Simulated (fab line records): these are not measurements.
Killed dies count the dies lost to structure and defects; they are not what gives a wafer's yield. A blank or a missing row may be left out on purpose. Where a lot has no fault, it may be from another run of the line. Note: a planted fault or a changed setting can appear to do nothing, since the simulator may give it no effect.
fab line records ; flow berkeleyCmos170 ; part 1 of 2: steps 1 to 33 of 43
record: lots: 6; wafers: 18; lastDay: 13
route steps=331 shown SDANNEAL@205 PSD@206 NSD@207 PLDD@208 NLDD@209 SILICIDE@210 CONTACT@216 M1@238 M3@331
lots that met no fault: from a run of the same line without faults
startH: start of the lot's first displayed wafer, in hours after the record's first day ; waitH: hours elapsed since this lot's preceding step ; " the same as in the row above ; L1.1+2: a single row standing in for several wafers ; - no value, or no start given ; * or withheld: withheld ; < > ~ a bound
route shown NAME@n: NAME is a module with steps in the file, n the number in the route of the first one ; usual: average and standard deviation across the fault-free wafers ; same: alike in all rows ; chamber/n: place in a boat ; sites: the reading at each site ; _std_site: standard deviation across them ; _edge_site: outer sites' mean less inner sites' ; radiusMm: how far each site lies from the wafer's centre ; mask NAME#n: copy n ; behind: tool/chamber where the wafer was last shaped ; hold: reason for holding the lot/hours on hold/outcome of the hold ; device: which transistor (n, p or np) failed to switch ; end of line: at the end of the route, the tests of the same wafers ; a step without rows: its recipe alone ; killed: at the first sort, the dies lost to defects and structure; wafer yield is something else ; map: dies across one wafer; x = killed, . = not, _ = none there
set.NAME: the setting that was run; set.NAME@STEP: the one run at that earlier step ; model.NAME: the simulator's own value behind a step, which no gauge read
certain route steps with their lots: each step a table, each wafer a row
services: the hour from which a tool's chamber was out of use, counted from the record's first day as startH (under 0 if before that day), plus the number of hours and why
== steps ==
step: UCB170_SDANNEAL_RTA_01
recipe: tempC: 1050; timeS: 5; ambient: N2
usual: chamberO2Ppm: 1.998/0.024; lampPowerPct: 36.92/0.24; wafer_temp_C_max: 1054.7/1.2
same: timeS: 5
lot.wafer;tool;chamber;startH;waitH;chamberO2Ppm;lampPowerPct;wafer_temp_C_max
L350.2;rtpAnneal-02;0;182.04;0.2;2.035;37.09;1054.4
L350.4;rtpAnneal-02;0;182.04;0.2;2.038;37.10;1054.8
L350.6;rtpAnneal-02;0;182.04;0.2;2.041;37.07;1054.9
L356.1;rtpAnneal-02;0;207.11;0.1;2.016;37.10;1053.5
L356.3;rtpAnneal-02;0;207.11;0.1;1.939;37.09;1056.2
L356.4;rtpAnneal-02;0;207.11;0.1;1.984;37.04;1054.1
L359.1;rtpAnneal-01;0;217.22;0.1;2.013;36.59;1053.6
L359.3;rtpAnneal-01;0;217.22;0.1;2.019;36.63;1053.3
L359.5;rtpAnneal-01;0;217.22;0.1;1.984;36.58;1053.8
L360.2;rtpAnneal-01;0;229.16;0.1;1.994;36.58;1054.5
L360.3;rtpAnneal-01;0;229.16;0.1;2.009;36.52;1055.1
L360.4;rtpAnneal-01;0;229.16;0.1;2.020;36.53;1055.0
L368.3;rtpAnneal-02;0;259.31;0.1;1.973;37.08;1055.5
L368.4;rtpAnneal-02;0;259.31;0.1;1.988;37.14;1055.3
L368.5;rtpAnneal-02;0;259.31;0.1;1.992;37.07;1054.1
L371.1;rtpAnneal-02;0;288.52;0.1;1.996;37.07;1056.3
L371.2;rtpAnneal-02;0;288.52;0.1;2.005;37.08;1056.7
L371.4;rtpAnneal-02;0;288.52;0.1;2.018;37.08;1056.1
step: UCB170_SDANNEAL_RS_MEAS_02
recipe: thkMeasGauge: four-point-probe
usual: PSD_RS: 75.6/0.3
lot.wafer;tool;chamber;startH;waitH;PSD_RS[ohm/sq]
L350.2;filmMetro-04;-;182.26;0.2;75.3
L350.4;filmMetro-04;-;182.26;0.2;75.6
L350.6;filmMetro-04;-;182.26;0.2;75.4
L356.1;filmMetro-04;-;207.17;0.0;75.6
L356.3;filmMetro-04;-;207.17;0.0;75.5
L356.4;filmMetro-04;-;207.17;0.0;75.4
L359.1;filmMetro-01;-;217.28;0.0;75.7
L359.3;filmMetro-01;-;217.28;0.0;75.9
L359.5;filmMetro-01;-;217.28;0.0;75.7
L360.2;filmMetro-04;-;229.23;0.1;75.7
L360.3;filmMetro-04;-;229.23;0.1;75.7
L360.4;filmMetro-04;-;229.23;0.1;75.9
L368.3;filmMetro-04;-;259.39;0.1;75.9
L368.4;filmMetro-04;-;259.39;0.1;75.7
L368.5;filmMetro-04;-;259.39;0.1;75.8
L371.1;filmMetro-01;-;288.58;0.0;75.7
L371.2;filmMetro-01;-;288.58;0.0;75.7
L371.4;filmMetro-01;-;288.58;0.0;75.6
step: UCB170_SDANNEAL_RS_MEAS_03
recipe: thkMeasGauge: four-point-probe
usual: NSD_RS: 37.26/0.079
lot.wafer;tool;chamber;startH;waitH;NSD_RS[ohm/sq]
L350.2;filmMetro-04;-;182.38;0.1;37.12
L350.4;filmMetro-04;-;182.38;0.1;37.16
L350.6;filmMetro-04;-;182.38;0.1;37.18
L356.1;filmMetro-04;-;207.29;0.1;37.29
L356.3;filmMetro-04;-;207.29;0.1;37.21
L356.4;filmMetro-04;-;207.29;0.1;37.30
L359.1;filmMetro-01;-;217.40;0.1;37.30
L359.3;filmMetro-01;-;217.40;0.1;37.18
L359.5;filmMetro-01;-;217.40;0.1;37.30
L360.2;filmMetro-04;-;229.35;0.1;37.34
L360.3;filmMetro-04;-;229.35;0.1;37.29
L360.4;filmMetro-04;-;229.35;0.1;37.33
L368.3;filmMetro-04;-;259.51;0.1;37.30
L368.4;filmMetro-04;-;259.51;0.1;37.35
L368.5;filmMetro-04;-;259.51;0.1;37.27
L371.1;filmMetro-01;-;288.70;0.1;37.14
L371.2;filmMetro-01;-;288.70;0.1;37.35
L371.4;filmMetro-01;-;288.70;0.1;37.28
step: UCB170_SDANNEAL_RS_MEAS_04
recipe: thkMeasGauge: four-point-probe
usual: PLDD_RS: 1033/3.2
lot.wafer;tool;chamber;startH;waitH;PLDD_RS[ohm/sq]
L350.2;filmMetro-04;-;182.50;0.1;1029
L350.4;filmMetro-04;-;182.50;0.1;1030
L350.6;filmMetro-04;-;182.50;0.1;1027
L356.1;filmMetro-04;-;207.41;0.1;1034
L356.3;filmMetro-04;-;207.41;0.1;1034
L356.4;filmMetro-04;-;207.41;0.1;1030
L359.1;filmMetro-01;-;217.52;0.1;1038
L359.3;filmMetro-01;-;217.52;0.1;1036
L359.5;filmMetro-01;-;217.52;0.1;1035
L360.2;filmMetro-04;-;229.47;0.1;1036
L360.3;filmMetro-04;-;229.47;0.1;1036
L360.4;filmMetro-04;-;229.47;0.1;1035
L368.3;filmMetro-04;-;259.63;0.1;1039
L368.4;filmMetro-04;-;259.63;0.1;1037
L368.5;filmMetro-04;-;259.63;0.1;1036
L371.1;filmMetro-01;-;288.82;0.1;1036
L371.2;filmMetro-01;-;288.82;0.1;1035
L371.4;filmMetro-01;-;288.82;0.1;1036
step: UCB170_SDANNEAL_RS_MEAS_05
recipe: thkMeasGauge: four-point-probe
usual: NLDD_RS: 616.3/1.7
lot.wafer;tool;chamber;startH;waitH;NLDD_RS[ohm/sq]
L350.2;filmMetro-04;-;182.62;0.1;615.1
L350.4;filmMetro-04;-;182.62;0.1;616.1
L350.6;filmMetro-04;-;182.62;0.1;617.2
L356.1;filmMetro-04;-;207.53;0.1;613.9
L356.3;filmMetro-04;-;207.53;0.1;615.2
L356.4;filmMetro-04;-;207.53;0.1;614.0
L359.1;filmMetro-01;-;217.64;0.1;615.6
L359.3;filmMetro-01;-;217.64;0.1;614.8
L359.5;filmMetro-01;-;217.64;0.1;614.6
L360.2;filmMetro-04;-;229.59;0.1;618.3
L360.3;filmMetro-04;-;229.59;0.1;617.9
L360.4;filmMetro-04;-;229.59;0.1;617.4
L368.3;filmMetro-04;-;259.75;0.1;619.6
L368.4;filmMetro-04;-;259.75;0.1;620.1
L368.5;filmMetro-04;-;259.75;0.1;617.5
L371.1;filmMetro-01;-;288.94;0.1;616.2
L371.2;filmMetro-01;-;288.94;0.1;614.6
L371.4;filmMetro-01;-;288.94;0.1;615.3
step: UCB170_SILICIDE_PRE_CLEAN_00
recipe: gas: Ar; precleanEtchTimeS: 60
step: UCB170_SILICIDE_SPUTTER_01
recipe: material: Ti; targetThkNm: 30; timeS: 25; powerW: 1500; chamberPressurePa: 0.5
usual: chamberPressurePa: 0.5000/0.00091; throttleValvePct: 30.0/1.4
same: timeS: 25
lot.wafer;tool;chamber;startH;waitH;chamberPressurePa;throttleValvePct
L350.2;pvdSputter-04;-;182.78;0.0;0.4989;30.1
L350.4;pvdSputter-04;-;182.78;0.0;0.5003;30.3
L350.6;pvdSputter-04;-;182.78;0.0;0.4998;31.0
L356.1;pvdSputter-03;-;207.72;0.0;0.5025;28.4
L356.3;pvdSputter-03;-;207.72;0.0;0.4987;29.0
L356.4;pvdSputter-03;-;207.72;0.0;0.5000;31.4
L359.1;pvdSputter-04;-;217.83;0.0;0.5009;30.2
L359.3;pvdSputter-04;-;217.83;0.0;0.5006;31.2
L359.5;pvdSputter-04;-;217.83;0.0;0.4997;30.4
L360.2;pvdSputter-03;-;229.76;0.0;0.5000;27.2
L360.3;pvdSputter-03;-;229.76;0.0;0.4994;31.8
L360.4;pvdSputter-03;-;229.76;0.0;0.5002;28.6
L368.3;pvdSputter-04;-;259.90;0.0;0.5013;29.9
L368.4;pvdSputter-04;-;259.90;0.0;0.4996;31.1
L368.5;pvdSputter-04;-;259.90;0.0;0.4995;29.8
L371.1;pvdSputter-01;-;289.12;0.0;0.4988;29.7
L371.2;pvdSputter-01;-;289.12;0.0;0.4988;31.5
L371.4;pvdSputter-01;-;289.12;0.0;0.5009;28.3
step: UCB170_SILICIDE_RS_MEAS_02
recipe: thkMeasGauge: four-point-probe; reads: Ti_of_SILICIDE_SPUTTER_01
usual: SILICIDE_TI_RS: 26.2/0.35
lot.wafer;tool;chamber;startH;waitH;SILICIDE_TI_RS[ohm/sq]
L350.2;filmMetro-03;-;182.83;0.0;26.5
L350.4;filmMetro-03;-;182.83;0.0;25.8
L350.6;filmMetro-03;-;182.83;0.0;26.0
L356.1;filmMetro-04;-;207.75;0.0;26.6
L356.3;filmMetro-04;-;207.75;0.0;26.0
L356.4;filmMetro-04;-;207.75;0.0;26.5
L359.1;filmMetro-04;-;217.86;0.0;26.5
L359.3;filmMetro-04;-;217.86;0.0;26.3
L359.5;filmMetro-04;-;217.86;0.0;26.4
L360.2;filmMetro-03;-;229.81;0.0;25.9
L360.3;filmMetro-03;-;229.81;0.0;25.7
L360.4;filmMetro-03;-;229.81;0.0;25.9
L368.3;filmMetro-03;-;259.97;0.1;26.0
L368.4;filmMetro-03;-;259.97;0.1;26.3
L368.5;filmMetro-03;-;259.97;0.1;26.8
L371.1;filmMetro-03;-;289.16;0.0;26.1
L371.2;filmMetro-03;-;289.16;0.0;26.4
L371.4;filmMetro-03;-;289.16;0.0;26.1
step: UCB170_SILICIDE_THK_MEAS_03
recipe: thkMeasGauge: xrf; reads: Ti_of_SILICIDE_SPUTTER_01
usual: SILICIDE_TI_THK: 29.0/0.34
lot.wafer;tool;chamber;startH;waitH;SILICIDE_TI_THK[nm]
L350.2;filmMetro-03;-;182.94;0.1;28.7
L350.4;filmMetro-03;-;182.94;0.1;29.3
L350.6;filmMetro-03;-;182.94;0.1;29.2
L356.1;filmMetro-04;-;207.87;0.1;28.6
L356.3;filmMetro-04;-;207.87;0.1;29.2
L356.4;filmMetro-04;-;207.87;0.1;28.9
L359.1;filmMetro-04;-;217.98;0.1;28.9
L359.3;filmMetro-04;-;217.98;0.1;29.0
L359.5;filmMetro-04;-;217.98;0.1;28.8
L360.2;filmMetro-03;-;229.92;0.1;29.2
L360.3;filmMetro-03;-;229.92;0.1;29.6
L360.4;filmMetro-03;-;229.92;0.1;29.3
L368.3;filmMetro-03;-;260.07;0.1;29.3
L368.4;filmMetro-03;-;260.07;0.1;29.0
L368.5;filmMetro-03;-;260.07;0.1;28.5
L371.1;filmMetro-03;-;289.28;0.1;29.2
L371.2;filmMetro-03;-;289.28;0.1;28.9
L371.4;filmMetro-03;-;289.28;0.1;29.1
step: UCB170_SILICIDE_RTA_04
recipe: tempC: 650; timeS: 15; ambient: N2
step: UCB170_SILICIDE_WET_ETCH_05
recipe: chemistry: SPM; timeS: 45; tempC: 120; target: Ti
step: UCB170_CONTACT_CLEAN_00
recipe: chemistry: SPM; tempC: 120; timeS: 600
step: UCB170_CONTACT_CVD_01
recipe: material: PSG; targetThkNm: 700; tempC: 450; precursor: SiH4/O2/PH3; timeS: 2820; pressureMtorr: 300; sih4FlowSccm: 60; o2FlowSccm: 90; ph3FlowSccm: 25
usual: spikeTcLoadC: 468.0/2
lot.wafer;tool;chamber;startH;waitH;spikeTcLoadC;model.PSG_of_CONTACT_CVD_01.thkNm
L350.2;lpcvd-02;1;185.16;1.8;467.5;704.7
L350.4;lpcvd-02;1;185.16;1.8;465.9;698.5
L350.6;lpcvd-02;1;185.16;1.8;466.4;702.6
L356.1;lpcvd-02;1;209.68;1.4;467.6;716.1
L356.3;lpcvd-02;1;209.68;1.4;467.8;710.7
L356.4;lpcvd-02;1;209.68;1.4;466.5;711.3
L359.1;lpcvd-02;1;219.10;0.8;466.1;774.5
L359.3;lpcvd-02;1;219.10;0.8;466.0;773.9
L359.5;lpcvd-02;1;219.10;0.8;465.2;782.9
L360.2;lpcvd-02;1;230.27;0.0;469.5;776.9
L360.3;lpcvd-02;1;230.27;0.0;467.9;784.6
L360.4;lpcvd-02;1;230.27;0.0;465.7;789.6
L368.3;lpcvd-01;0;260.38;0.0;470.5;700.4
L368.4;lpcvd-01;0;260.38;0.0;470.0;703.4
L368.5;lpcvd-01;0;260.38;0.0;471.2;701.8
L371.1;lpcvd-02;1;290.71;1.1;467.1;691
L371.2;lpcvd-02;1;290.71;1.1;467.0;687.7
L371.4;lpcvd-02;1;290.71;1.1;466.8;692.8
step: UCB170_CONTACT_THK_MEAS_02
recipe: reads: PSG_of_CONTACT_CVD_01
usual: CONTACT_PSG_THK: 704/6.4
lot.wafer;tool;chamber;startH;waitH;hold;CONTACT_PSG_THK[nm]
L350.2;filmMetro-01;-;186.95;0.0;-;705
L350.4;filmMetro-01;-;186.95;0.0;-;699
L350.6;filmMetro-01;-;186.95;0.0;-;703
L356.1;filmMetro-01;-;212.35;0.0;-;716
L356.3;filmMetro-01;-;212.35;0.0;-;711
L356.4;filmMetro-01;-;212.35;0.0;-;711
L359.1;filmMetro-01;-;220.89;0.0;awaitDispo/0.2h/release;775
L359.3;filmMetro-01;-;220.89;0.0;awaitDispo/0.2h/release;774
L359.5;filmMetro-01;-;220.89;0.0;awaitDispo/0.2h/release;782
L359.1;filmMetro-01;-;221.11;0.2;-;774
L359.3;filmMetro-01;-;221.11;0.2;-;774
L359.5;filmMetro-01;-;221.11;0.2;-;783
L360.2;filmMetro-03;-;232.07;0.0;awaitDispo/0.2h/release;777
L360.3;filmMetro-03;-;232.07;0.0;awaitDispo/0.2h/release;784
L360.4;filmMetro-03;-;232.07;0.0;awaitDispo/0.2h/release;790
L360.2;filmMetro-03;-;232.29;0.2;-;777
L360.3;filmMetro-03;-;232.29;0.2;-;784
L360.4;filmMetro-03;-;232.29;0.2;-;790
L368.3;filmMetro-03;-;262.18;0.0;-;701
L368.4;filmMetro-03;-;262.18;0.0;-;703
L368.5;filmMetro-03;-;262.18;0.0;-;702
L371.1;filmMetro-01;-;292.49;0.0;-;691
L371.2;filmMetro-01;-;292.49;0.0;-;688
L371.4;filmMetro-01;-;292.49;0.0;-;693
step: UCB170_CONTACT_COAT_04
recipe: resist: KrF; spinRpm: 1500; resistThkNm: 900
step: UCB170_CONTACT_SOFTBAKE_05
recipe: resist: KrF; tempC: 130; timeS: 60
step: UCB170_CONTACT_STRIP_06
recipe: chemistry: O2; powerW: 400; pressureMtorr: 3500; platenTempC: withheld; o2FlowSccm: 400; overashFraction: 0.5
step: UCB170_CONTACT_CLEAN_07
recipe: chemistry: SPM; tempC: 120; timeS: 600
step: UCB170_CONTACT_RTA_08
recipe: tempC: 900; timeS: 10; ambient: N2
step: UCB170_CONTACT_COAT_09
recipe: resist: BARC; tempC: withheld; timeS: withheld; spinRpm: 3000; resistThkNm: withheld
step: UCB170_CONTACT_COAT_10
recipe: resist: KrF; spinRpm: 1500; resistThkNm: 900
step: UCB170_CONTACT_SOFTBAKE_11
recipe: resist: KrF; tempC: 130; timeS: 60
step: UCB170_CONTACT_EXPOSE_12
recipe: maskId: CONT; targetCdNm: 700; na: 0.5; sigmaOuter: 0.6; sourceShape: conventional; doseMj: 35
step: UCB170_CONTACT_PEB_13
recipe: pebTempC: 130; pebTimeS: withheld; resist: KrF
step: UCB170_CONTACT_DEVELOP_14
recipe: developer: TMAH; developTimeS: 45; resist: KrF; devTempC: 21
step: UCB170_CONTACT_CD_MEAS_15
recipe: targetCdNm: 700
usual: cdNm: 700.2/1.2
lot.wafer;tool;chamber;startH;waitH;cdNm
L350.2;cdSem-02;-;190.44;-;701.0
L350.4;cdSem-02;-;190.44;-;700.7
L350.6;cdSem-02;-;190.44;-;700.6
L356.1;cdSem-01;-;215.10;-;702.1
L356.3;cdSem-01;-;215.10;-;702.4
L356.4;cdSem-01;-;215.10;-;701.7
L359.1;cdSem-01;-;228.28;-;701.9
L359.3;cdSem-01;-;228.28;-;701.7
L359.5;cdSem-01;-;228.28;-;700.3
L360.2;cdSem-02;-;240.37;-;701.5
L360.3;cdSem-02;-;240.37;-;702.6
L360.4;cdSem-02;-;240.37;-;700.2
L368.3;cdSem-02;-;264.18;-;701.0
L368.4;cdSem-02;-;264.18;-;699.8
L368.5;cdSem-02;-;264.18;-;701.0
L371.1;cdSem-02;-;295.49;-;699.2
L371.2;cdSem-02;-;295.49;-;697.0
L371.4;cdSem-02;-;295.49;-;697.8
step: UCB170_CONTACT_OVL_MEAS_16
usual: CONTACT_OVL: -2/5.3
lot.wafer;tool;chamber;startH;waitH;CONTACT_OVL[nm]
L350.2;overlay-01;-;190.54;0.1;-2
L350.4;overlay-01;-;190.54;0.1;-7
L350.6;overlay-01;-;190.54;0.1;-1
L356.1;overlay-02;-;215.22;0.1;-3
L356.3;overlay-02;-;215.22;0.1;-9
L356.4;overlay-02;-;215.22;0.1;-5
L359.1;overlay-02;-;228.40;0.1;0
L359.3;overlay-02;-;228.40;0.1;2
L359.5;overlay-02;-;228.40;0.1;-3
L360.2;overlay-02;-;240.48;0.1;-2
L360.3;overlay-02;-;240.48;0.1;2
L360.4;overlay-02;-;240.48;0.1;-8
L368.3;overlay-01;-;264.27;0.1;-2
L368.4;overlay-01;-;264.27;0.1;0
L368.5;overlay-01;-;264.27;0.1;-6
L371.1;overlay-01;-;295.61;0.1;2
L371.2;overlay-01;-;295.61;0.1;-7
L371.4;overlay-01;-;295.61;0.1;-4
step: UCB170_CONTACT_ETCH_17
recipe: chemistry: N2/H2; targetDepthA: withheld; overetchA: withheld; target: BARC; timeS: withheld; sourceW: 500; biasW: 100; pressureMtorr: 30; n2FlowSccm: 100; h2FlowSccm: 200
usual: drypumpMotorCurrentA: 5.66/0.25; oesProductAu: 0.998/0.023; throttleValvePct: 13.43/0.14
lot.wafer;tool;chamber;startH;waitH;drypumpMotorCurrentA;oesProductAu;throttleValvePct
L350.2;rieDiel-03;0;190.57;0.0;5.85;1.011;13.59
L350.4;rieDiel-03;3;190.57;0.0;5.89;1.005;13.37
L350.6;rieDiel-03;1;190.57;0.0;5.89;0.988;13.43
L356.1;rieDiel-01;0;215.26;0.0;5.58;1.001;13.45
L356.3;rieDiel-01;3;215.26;0.0;5.44;1.030;13.15
L356.4;rieDiel-01;2;215.26;0.0;5.96;0.980;13.64
L359.1;rieDiel-04;3;228.44;0.0;5.47;0.949;13.53
L359.3;rieDiel-04;1;228.44;0.0;5.96;0.971;13.29
L359.5;rieDiel-04;1;228.44;0.0;5.93;0.978;13.30
L360.2;rieDiel-03;1;240.51;0.0;5.93;0.982;13.41
L360.3;rieDiel-03;0;240.51;0.0;5.82;1.011;13.59
L360.4;rieDiel-03;1;240.51;0.0;5.95;0.978;13.42
L368.3;rieDiel-03;1;264.29;0.0;5.90;0.982;13.43
L368.4;rieDiel-03;2;264.29;0.0;5.38;1.002;13.33
L368.5;rieDiel-03;2;264.29;0.0;5.36;1.000;13.31
L371.1;rieDiel-04;1;295.64;0.0;5.93;0.973;13.29
L371.2;rieDiel-04;3;295.64;0.0;5.46;0.947;13.51
L371.4;rieDiel-04;2;295.64;0.0;5.89;0.986;13.56
step: UCB170_CONTACT_ETCH_18
recipe: chemistry: CHF3/CF4/Ar; target: PSG; stopOn: TiSi2; CHF3_flow_sccm: 45; cf4FlowSccm: 15; Ar_flow_sccm: 150; pressureMtorr: 200; rfW: 700; targetDepthA: 8400; overEtchFrac: 0.2; timeS: 195
usual: cf4FlowSccm: 15.01/0.043; drypumpMotorCurrentA: 5.65/0.25; oesProductAu: 0.895/0.017; throttleValvePct: 6.99/0.13
same: timeS: 195
lot.wafer;tool;chamber;startH;waitH;cf4FlowSccm;drypumpMotorCurrentA;oesProductAu;rfHoursCounterH;throttleValvePct;model.CONTACT.featureDepthNm;model.etch.depthNm
L350.2;rieDiel-03;0;-;-;15.00;5.79;0.900;18;6.96;704.7;704.7
L350.4;rieDiel-03;3;-;-;14.89;5.90;0.902;19;6.93;698.5;698.5
L350.6;rieDiel-03;1;-;-;14.96;5.85;0.880;-;6.92;702.6;702.6
L356.1;rieDiel-01;0;-;-;14.99;5.60;0.908;5;7.00;716.1;716.1
L356.3;rieDiel-01;3;-;-;15.00;5.42;0.918;20;6.70;710.7;710.7
L356.4;rieDiel-01;2;-;-;15.05;5.95;0.883;22;7.19;711.3;711.3
L359.1;rieDiel-04;3;-;-;15.00;5.47;0.922;5;7.08;774.5;774.5
L359.3;rieDiel-04;1;-;-;14.93;5.94;0.937;3;7.00;773.9;773.9
L359.5;rieDiel-04;1;-;-;15.01;5.94;0.942;-;7.01;782.9;782.9
L360.2;rieDiel-03;1;-;-;15.00;5.88;0.926;83;6.92;776.9;776.9
L360.3;rieDiel-03;0;-;-;14.95;5.87;0.965;20;6.98;784.6;784.6
L360.4;rieDiel-03;1;-;-;14.98;5.89;0.952;-;6.92;789.6;789.6
L368.3;rieDiel-03;1;-;-;15.01;5.89;0.876;85;6.93;700.4;700.4
L368.4;rieDiel-03;2;-;-;15.01;5.35;0.889;62;6.98;703.4;703.4
L368.5;rieDiel-03;2;-;-;15.01;5.37;0.886;-;6.97;701.8;701.8
L371.1;rieDiel-04;1;-;-;14.96;5.93;0.867;6;6.99;691;691
L371.2;rieDiel-04;3;-;-;14.88;5.45;0.855;8;7.07;687.7;687.7
L371.4;rieDiel-04;2;-;-;14.97;5.86;0.875;25;7.03;692.8;692.8
step: UCB170_CONTACT_STRIP_19
recipe: chemistry: O2; powerW: 400; pressureMtorr: 3500; platenTempC: withheld; o2FlowSccm: 400; overashFraction: 0.5
usual: drypumpMotorCurrentA: 5.8/0.33; oesProductAu: 0.725/0.0046
lot.wafer;tool;chamber;startH;waitH;drypumpMotorCurrentA;oesProductAu;rfHoursCounterH
L350.2;plasmaAsher-01;0;190.74;-;5.6;0.722;46
L350.4;plasmaAsher-01;1;190.74;-;6.2;0.724;-
L350.6;plasmaAsher-01;0;190.74;-;5.6;0.723;-
L356.1;plasmaAsher-04;0;215.42;-;5.9;0.721;12
L356.3;plasmaAsher-04;0;215.42;-;5.9;0.717;-
L356.4;plasmaAsher-04;1;215.42;-;5.7;0.724;-
L359.1;plasmaAsher-04;0;228.61;-;5.9;0.730;13
L359.3;plasmaAsher-04;1;228.61;-;5.7;0.715;-
L359.5;plasmaAsher-04;1;228.61;-;5.7;0.714;-
L360.2;plasmaAsher-01;0;240.68;-;5.6;0.718;52
L360.3;plasmaAsher-01;1;240.68;-;6.2;0.732;-
L360.4;plasmaAsher-01;0;240.68;-;5.6;0.727;-
L368.3;plasmaAsher-04;1;264.49;-;5.7;0.726;-
L368.4;plasmaAsher-04;0;264.49;-;6.0;0.731;-
L368.5;plasmaAsher-04;0;264.49;-;5.9;0.729;-
L371.1;plasmaAsher-01;1;295.81;-;6.3;0.725;59
L371.2;plasmaAsher-01;0;295.81;-;5.6;0.722;59
L371.4;plasmaAsher-01;1;295.81;-;6.3;0.722;-
step: UCB170_CONTACT_CD_MEAS_90
recipe: targetCdNm: 700
usual: cdNm: 700.1/1.3
lot.wafer;tool;chamber;startH;waitH;cdNm
L350.2;cdSem-02;-;190.88;0.1;700.8
L350.4;cdSem-02;-;190.88;0.1;701.5
L350.6;cdSem-02;-;190.88;0.1;701.3
L356.1;cdSem-02;-;215.52;0.1;700.3
L356.3;cdSem-02;-;215.52;0.1;702.6
L356.4;cdSem-02;-;215.52;0.1;700.3
L359.1;cdSem-02;-;228.71;0.1;700.8
L359.3;cdSem-02;-;228.71;0.1;701.4
L359.5;cdSem-02;-;228.71;0.1;699.7
L360.2;cdSem-02;-;240.80;0.1;701.4
L360.3;cdSem-02;-;240.80;0.1;701.7
L360.4;cdSem-02;-;240.80;0.1;700.2
L368.3;cdSem-01;-;264.60;0.1;701.7
L368.4;cdSem-01;-;264.60;0.1;699.4
L368.5;cdSem-01;-;264.60;0.1;700.4
L371.1;cdSem-01;-;295.91;0.1;698.9
L371.2;cdSem-01;-;295.91;0.1;697.0
L371.4;cdSem-01;-;295.91;0.1;697.8
step: UCB170_CONTACT_CLEAN_20
recipe: chemistry: SPM; tempC: 120; timeS: 600
step: UCB170_M1_SPUTTER_00
recipe: material: Al; targetThkNm: 600; timeS: 80; powerW: 6000; chamberPressurePa: 0.5
usual: chamberPressurePa: 0.5000/0.001; throttleValvePct: 29.9/1.5
same: timeS: 80
lot.wafer;tool;chamber;startH;waitH;chamberPressurePa;throttleValvePct
L350.2;pvdSputter-02;-;192.28;0.0;0.5004;32.5
L350.4;pvdSputter-02;-;192.28;0.0;0.5006;30.9
L350.6;pvdSputter-02;-;192.28;0.0;0.4999;29.6
L356.1;pvdSputter-02;-;215.82;0.0;0.4984;29.7
L356.3;pvdSputter-02;-;215.82;0.0;0.5019;29.8
L356.4;pvdSputter-02;-;215.82;0.0;0.4993;32.4
L359.1;pvdSputter-01;-;229.04;0.0;0.5006;30.5
L359.3;pvdSputter-01;-;229.04;0.0;0.5001;28.5
L359.5;pvdSputter-01;-;229.04;0.0;0.4986;31.5
L360.2;pvdSputter-02;-;241.15;0.0;0.5011;32.5
L360.3;pvdSputter-02;-;241.15;0.0;0.5019;29.4
L360.4;pvdSputter-02;-;241.15;0.0;0.4997;30.7
L368.3;pvdSputter-03;-;264.86;0.0;0.5000;31.7
L368.4;pvdSputter-03;-;264.86;0.0;0.4988;28.6
L368.5;pvdSputter-03;-;264.86;0.0;0.5003;28.9
L371.1;pvdSputter-03;-;296.80;0.0;0.5017;32.0
L371.2;pvdSputter-03;-;296.80;0.0;0.4991;27.2
L371.4;pvdSputter-03;-;296.80;0.0;0.5012;29.0
== key ==
firstSign: step: UCB170_CONTACT_THK_MEAS_02; reading: visit; direction: added
effect: step: UCB170_CONTACT_THK_MEAS_02; reading: CONTACT_PSG_THK; direction: up; sigmas: 12; usual: 704; struck: 780
effect: step: UCB170_CONTACT_ETCH_18; reading: oesProductAu; direction: up; sigmas: 2.6; usual: 0.895; struck: 0.941
modelEffect: step: UCB170_CONTACT_CVD_01; value: PSG_of_CONTACT_CVD_01.thkNm; without: 703.1; struck: 780.4
modelEffect: step: UCB170_CONTACT_ETCH_18; value: CONTACT.featureDepthNm; without: 703.1; struck: 780.4
modelEffect: step: UCB170_M1_METAL_ETCH_12; value: PSG_of_CONTACT_CVD_01.thkNm; without: 666; struck: 743.3
metAt UCB170_CONTACT_CVD_01
struckWafers L359.1,L359.3,L359.5,L360.2,L360.3,L360.4
testerLeftOut L359,L360
loopTrim: step: UCB170_M1_EXPOSE_06; setting: dose; lots: L360
onsetBetween 209.68 219.10
alsoFits UCB170_SDANNEAL_RTA_01:rtpAnneal-01
fault: kind: processParameterDrift; tool: lpcvd-02; chamber: 1; onsetH: 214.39; steps: UCB170_CONTACT_CVD_01; channel: timeS; offset: *; shape: step; endH: 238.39; actsIn: *; stated: *
testerLeftOut: of these lots the tester's yield and bins aren't shown, on N5 and GAA mostly nor the transistor test; their killed dies are dies lost to structure and defects alone, not to doping, threshold or leakage, so they don't give the yield
loopTrim: a control loop set the setting to another value than it would have without faults
